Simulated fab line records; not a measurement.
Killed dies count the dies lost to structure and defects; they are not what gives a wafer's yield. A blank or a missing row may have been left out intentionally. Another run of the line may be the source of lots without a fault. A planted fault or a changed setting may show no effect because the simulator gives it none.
fab line records + flow rit-cmos
[record]
- lots = 15
- wafers = 45
- last-day = 7
route steps=202 shown CONTACT@173
lots untouched by any fault: they come from a run of this same line in which no faults occurred
start-h: start of the lot's first displayed wafer, in hours after the record's first day + wait-h: how many hours have passed since the lot's step before this one + " identical to the entry in the row above + L1.1+2: a single row standing in for several wafers + - no value, or no start was given + * or withheld: withheld + < > ~ a bound
route shown NAME@n: a module of which the file shows steps, and the number in the route of the first + usual: average and standard deviation across the fault-free wafers + same: alike in all rows + chamber/n: place in a boat + sites: per-site readings + _std_site: the standard deviation of these + _edge_site: outer sites' mean less inner sites' + radius-mm: how far each site lies from the wafer's centre + mask NAME#n: copy n + behind: the most recent tool/chamber to have shaped the wafer + hold: why the lot was held/for how many hours/how that ended + device: names the non-switching transistor (n, p or np) + end of line: at the end of the route, the tests of the same wafers + where a step has no rows: the recipe by itself + killed: not the wafer's yield, but the dies lost to structure and defects at the first sort + map: a wafer's dies, x killed, . not, _ none there
set.NAME: the setting the step ran with; set.NAME@STEP: the setting that earlier step ran with + model.NAME: the simulator's own value behind a step, which no gauge read
the route's steps for a sample of lots (tables are steps, rows are wafers)
services: when a tool's chamber went out of use (start-h, in hours from the record's first day, below 0 if earlier), for how many hours, and the reason
[[steps]]
[step RIT_CONTACT_EXPOSE_05]
[recipe]
- mask-id = M11
- na = 0.6
- source-shape = conventional
- sigma-outer = 0.5
- target-cd-nm = 1000
- dose-mj = 255
[usual]
- exposure-dose-mJ-cm2 = 248.99/0.26
- focus-offset-nm = -0.1/0.51
- na = 0.6/0
| lot.wafer | tool             | chamber | start-h | wait-h | mask  | exposure-dose-mJ-cm2 | focus-offset-nm | na  |
|-----------|------------------|---------|---------|--------|-------|----------------------|-----------------|-----|
| L294.4    | iline-stepper-02 | 0       | 71.21   | 0.1    | M11#0 | 249.16               | -0.2            | 0.6 |
| L294.5    | "                | 0       | "       | "      | M11#0 | 248.88               | -0.2            | 0.6 |
| L294.6    | "                | 0       | "       | "      | M11#0 | 248.85               | 0.0             | 0.6 |
| L295.4    | iline-stepper-01 | 0       | 72.30   | 0.2    | M11#0 | 249.60               | 0.9             | 0.6 |
| L295.5    | "                | 0       | "       | "      | M11#0 | 249.52               | -0.1            | 0.6 |
| L295.6    | "                | 0       | "       | "      | M11#0 | 249.51               | 0.4             | 0.6 |
| L296.1    | iline-stepper-02 | 0       | 75.30   | 0.2    | M11#0 | 248.96               | -0.1            | 0.6 |
| L296.2    | "                | 0       | "       | "      | M11#0 | 248.92               | 0.1             | 0.6 |
| L296.6    | "                | 0       | "       | "      | M11#0 | 248.42               | 0.4             | 0.6 |
| L297.2    | iline-stepper-02 | 0       | 81.92   | 0.1    | M11#0 | 248.86               | -0.1            | 0.6 |
| L297.4    | "                | 0       | "       | "      | M11#0 | 249.04               | 0.0             | 0.6 |
| L297.5    | "                | 0       | "       | "      | M11#0 | 248.87               | 0.2             | 0.6 |
| L298.1    | iline-stepper-01 | 0       | 89.79   | 0.2    | M11#0 | 248.56               | 0.6             | 0.6 |
| L298.5    | "                | 0       | "       | "      | M11#0 | 249.10               | 0.5             | 0.6 |
| L298.6    | "                | 0       | "       | "      | M11#0 | 249.18               | 0.7             | 0.6 |
| L302.3    | iline-stepper-02 | 0       | 105.65  | 0.2    | M11#0 | 248.67               | -1.0            | 0.6 |
| L302.5    | "                | 0       | "       | "      | M11#0 | 249.18               | -1.2            | 0.6 |
| L302.6    | "                | 0       | "       | "      | M11#0 | 249.03               | -0.3            | 0.6 |
| L303.4    | iline-stepper-02 | 0       | 111.96  | 0.1    | M11#0 | 249.17               | -0.5            | 0.6 |
| L303.5    | "                | 0       | "       | "      | M11#0 | 248.82               | -0.7            | 0.6 |
| L303.6    | "                | 0       | "       | "      | M11#0 | 249.17               | -0.9            | 0.6 |
| L306.1    | iline-stepper-01 | 0       | 126.71  | 0.2    | M11#0 | 248.67               | 0.4             | 0.6 |
| L306.2    | "                | 0       | "       | "      | M11#0 | 248.83               | 0.0             | 0.6 |
| L306.5    | "                | 0       | "       | "      | M11#0 | 248.63               | 0.7             | 0.6 |
| L309.2    | iline-stepper-02 | -       | 137.70  | 0.1    | M11#0 | -                    | -               | -   |
| L309.4    | "                | -       | "       | "      | M11#0 | -                    | -               | -   |
| L309.6    | "                | -       | "       | "      | M11#0 | -                    | -               | -   |
| L310.2    | iline-stepper-02 | -       | 147.00  | 0.1    | M11#0 | -                    | -               | -   |
| L310.5    | "                | -       | "       | "      | M11#0 | -                    | -               | -   |
| L310.6    | "                | -       | "       | "      | M11#0 | -                    | -               | -   |
| L311.1    | iline-stepper-01 | -       | 152.10  | 0.2    | M11#0 | -                    | -               | -   |
| L311.2    | "                | -       | "       | "      | M11#0 | -                    | -               | -   |
| L311.6    | "                | -       | "       | "      | M11#0 | -                    | -               | -   |
| L312.1    | iline-stepper-02 | 0       | 154.85  | 0.2    | M11#0 | 248.92               | 0.3             | 0.6 |
| L312.3    | "                | 0       | "       | "      | M11#0 | 248.80               | 0.6             | 0.6 |
| L312.5    | "                | 0       | "       | "      | M11#0 | 248.82               | 0.3             | 0.6 |
| L313.1    | iline-stepper-02 | 0       | 160.08  | 0.1    | M11#0 | 249.09               | 0.0             | 0.6 |
| L313.2    | "                | 0       | "       | "      | M11#0 | 249.30               | 0.5             | 0.6 |
| L313.3    | "                | 0       | "       | "      | M11#0 | 249.02               | -0.6            | 0.6 |
| L314.2    | iline-stepper-02 | 0       | 166.88  | 0.1    | M11#0 | 249.23               | 0.1             | 0.6 |
| L314.3    | "                | 0       | "       | "      | M11#0 | 249.04               | -0.1            | 0.6 |
| L314.6    | "                | 0       | "       | "      | M11#0 | 249.23               | -0.7            | 0.6 |
| L315.1    | iline-stepper-01 | 0       | 173.28  | 0.2    | M11#0 | 249.01               | 0.6             | 0.6 |
| L315.2    | "                | 0       | "       | "      | M11#0 | 249.25               | 0.7             | 0.6 |
| L315.6    | "                | 0       | "       | "      | M11#0 | 248.93               | -1.1            | 0.6 |
[[services]]
| tool             | chamber | start-h | hours | kind |
|------------------|---------|---------|-------|------|
| iline-stepper-02 | -       | 167.23  | 1.7   | pm   |
[[key]]
[first-sign]
- step = RIT_CONTACT_EXPOSE_05
- reading = tool-record
- direction = missing
effect none on later readings
met-at RIT_CONTACT_EXPOSE_05
struck-lots L309,L310,L311
later-rows-left-out L309.2,L309.4,L309.6,L310.2,L310.5,L310.6,L311.1,L311.2,L311.6
sort-left-out L309.2,L309.4,L309.6,L310.2,L310.5,L310.6,L311.1,L311.2,L311.6
tester-left-out L309,L310,L311
onset-between 126.71 137.70
[fault]
- kind = skipped-step-whole
- tool = iline-stepper-01,iline-stepper-02
- chamber = -
- onset-h = 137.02
- steps = RIT_CONTACT_EXPOSE_05
- scope = struck-lots-only
// tester-left-out: of these lots the tester's yield and bins aren't shown, on N5 and GAA mostly nor the transistor test; their killed dies are dies lost to structure and defects alone, not to doping, threshold or leakage, so they don't give the yield
// sort-left-out: the simulated sort isn't trusted on such a fault, so these wafers' sort isn't shown, and their yield isn't known
// later-rows-left-out: the simulator's readings of these wafers behind a module that went badly wrong aren't trusted and aren't shown, but for the sort
